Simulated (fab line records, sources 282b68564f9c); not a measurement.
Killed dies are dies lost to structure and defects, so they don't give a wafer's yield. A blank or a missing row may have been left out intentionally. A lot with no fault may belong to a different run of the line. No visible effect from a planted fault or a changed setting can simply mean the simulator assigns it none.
What tool caused it? / flow rit_cmos / 14 lots, 42 wafers sampled, at 1 step of a route of 202

## WHAT THE GAUGES SHOWED, per wafer
The record lacks any reading of a measuring or inspecting step that a usual standard deviation could be used to judge.

## EACH LOT AND THE TOOL THAT RAN IT (in order: tool; ch and the chambers of the sampled wafers; start)
lot=L706; RIT_SPACER_ETCHBACK_05=rie_diel-04 ch 1,2,3, day 3 04:07
lot=L708; RIT_SPACER_ETCHBACK_05=rie_diel-04 ch 0,2,3, day 3 15:05
lot=L709; RIT_SPACER_ETCHBACK_05=rie_diel-02 ch 1,3, day 3 17:00
lot=L710; RIT_SPACER_ETCHBACK_05=rie_diel-02 ch 1,2, day 3 23:14
lot=L711; RIT_SPACER_ETCHBACK_05=rie_diel-02 ch 0,3, day 4 03:36
lot=L712; RIT_SPACER_ETCHBACK_05=rie_diel-04 ch 0,1,3, day 4 08:06
lot=L714; RIT_SPACER_ETCHBACK_05=rie_diel-02 ch 0,2,3, day 4 20:57
lot=L716; RIT_SPACER_ETCHBACK_05=rie_diel-02 ch 0,3, day 5 02:10
lot=L717; RIT_SPACER_ETCHBACK_05=rie_diel-04 ch 0,3, day 5 07:01
lot=L718; RIT_SPACER_ETCHBACK_05=rie_diel-02 ch 0,2,3, day 5 11:28
lot=L719; RIT_SPACER_ETCHBACK_05=rie_diel-02 ch 0,1,3, day 5 20:34
lot=L722; RIT_SPACER_ETCHBACK_05=rie_diel-02 ch 1,2,3, day 6 08:01
lot=L726; RIT_SPACER_ETCHBACK_05=rie_diel-03 ch 0,2,3, day 7 03:37
lot=L728; RIT_SPACER_ETCHBACK_05=rie_diel-03 ch 1,2,3, day 7 17:35
- RIT_SPACER_ETCHBACK_05: etches Si3N4 in SF6/CHF3, stops on SiO2, target depth 250 nm, time 240 s.

## WHAT THE TOOLS THEMSELVES READ (means of the sampled wafers that have a number; where no wafer has one, the mark that the record gives instead)
RIT_SPACER_ETCHBACK_05. Usual: drypump_motor_current_A 5.8 A, standard deviation 0.47; oes_product_au 0.843 a.u., standard deviation 0.013; rf_fwd_power_W 249.3 W, standard deviation 0.74; run_length_s 268.2 s, standard deviation 0.4; throttle_valve_pct 10.24 %, standard deviation 0.14.
lot=L706; tool=rie_diel-04; drypump_motor_current_A (A)=5.7; oes_product_au (a.u.)=0.843; rf_fwd_power_W (W)=249.4; run_length_s (s)=268.3; throttle_valve_pct (%)=10.41; flag=
lot=L708; tool=rie_diel-04; drypump_motor_current_A (A)=5.4; oes_product_au (a.u.)=0.845; rf_fwd_power_W (W)=249.6; run_length_s (s)=268.5; throttle_valve_pct (%)=10.42; flag=
lot=L709; tool=rie_diel-02; drypump_motor_current_A (A)=6.3; oes_product_au (a.u.)=0.845; rf_fwd_power_W (W)=250.2; run_length_s (s)=268.3; throttle_valve_pct (%)=10.18; flag=
lot=L710; tool=rie_diel-02; drypump_motor_current_A (A)=6.2; oes_product_au (a.u.)=0.847; rf_fwd_power_W (W)=249.0; run_length_s (s)=268.3; throttle_valve_pct (%)=10.13; flag=
lot=L711; tool=rie_diel-02; drypump_motor_current_A (A)=5.9; oes_product_au (a.u.)=0.841; rf_fwd_power_W (W)=249.4; run_length_s (s)=267.8; throttle_valve_pct (%)=10.29; flag=
lot=L712; tool=rie_diel-04; drypump_motor_current_A (A)=5.5; oes_product_au (a.u.)=0.837; rf_fwd_power_W (W)=249.3; run_length_s (s)=268.7; throttle_valve_pct (%)=10.30; flag=
lot=L714; tool=rie_diel-02; drypump_motor_current_A (A)=5.8; oes_product_au (a.u.)=0.845; rf_fwd_power_W (W)=249.2; run_length_s (s)=268.1; throttle_valve_pct (%)=10.25; flag=
lot=L716; tool=rie_diel-02; drypump_motor_current_A (A)=5.9; oes_product_au (a.u.)=0.846; rf_fwd_power_W (W)=249.6; run_length_s (s)=268.0; throttle_valve_pct (%)=10.30; flag=
lot=L717; tool=rie_diel-04; drypump_motor_current_A (A)=5.7; oes_product_au (a.u.)=0.833; rf_fwd_power_W (W)=249.4; run_length_s (s)=268.7; throttle_valve_pct (%)=10.43; flag=
lot=L718; tool=rie_diel-02; drypump_motor_current_A (A)=5.8; oes_product_au (a.u.)=0.842; rf_fwd_power_W (W)=249.4; run_length_s (s)=268.1; throttle_valve_pct (%)=10.24; flag=
lot=L719; tool=rie_diel-02; drypump_motor_current_A (A)=6.1; oes_product_au (a.u.)=0.663; rf_fwd_power_W (W)=249.0; run_length_s (s)=364.0; throttle_valve_pct (%)=10.18; flag=OFF
lot=L722; tool=rie_diel-02; drypump_motor_current_A (A)=6.0; oes_product_au (a.u.)=0.672; rf_fwd_power_W (W)=248.6; run_length_s (s)=364.0; throttle_valve_pct (%)=10.12; flag=OFF
lot=L726; tool=rie_diel-03; drypump_motor_current_A (A)=6.2; oes_product_au (a.u.)=0.850; rf_fwd_power_W (W)=249.0; run_length_s (s)=268.1; throttle_valve_pct (%)=10.19; flag=
lot=L728; tool=rie_diel-03; drypump_motor_current_A (A)=6.2; oes_product_au (a.u.)=0.837; rf_fwd_power_W (W)=248.9; run_length_s (s)=268.0; throttle_valve_pct (%)=10.19; flag=

## THE ANSWER, worked out from the rows above alone
Rule: lot off if the mean of its wafers having a number is beyond 3 standard deviations from the usual mean. A lot without any number at a reading at which 4 lots or more have one is off too. The other lots that the step has rows for count as sound. The gauges are gone through in route order, then the tools' own readings, and for those a lot's mean is taken as printed above. The first step at which some lot is off is used, and at that step the reading that is off furthest; a lot without a number counts as furthest.
Off: L719, L722, at RIT_SPACER_ETCHBACK_05 (run_length_s).
A tool fits if, at that step or a process step before it, it ran every lot that is off, and no sound lot after the first of them. One fits: rie_diel-02 at RIT_SPACER_ETCHBACK_05. A fault onset in the window from L718 (day 5 11:28, its last sound lot) to L719 (day 5 20:34, its first lot off) fits.
The tool's own readings at RIT_SPACER_ETCHBACK_05 bear it out: on the lots that are off they differ by more than 5 times the standard deviation of the sound lots' means. oes_product_au reads 0.667 a.u. there against 0.843 a.u. on the sound lots; run_length_s reads 364.0 s there against 268.2 s on the sound lots.

## WHAT WAS PUT IN BY THE SIMULATOR
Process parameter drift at RIT_SPACER_ETCHBACK_05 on rie_diel-02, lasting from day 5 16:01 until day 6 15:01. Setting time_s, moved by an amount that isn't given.
Shown lots that were struck: L719, L722. The rule above reached the same finding.
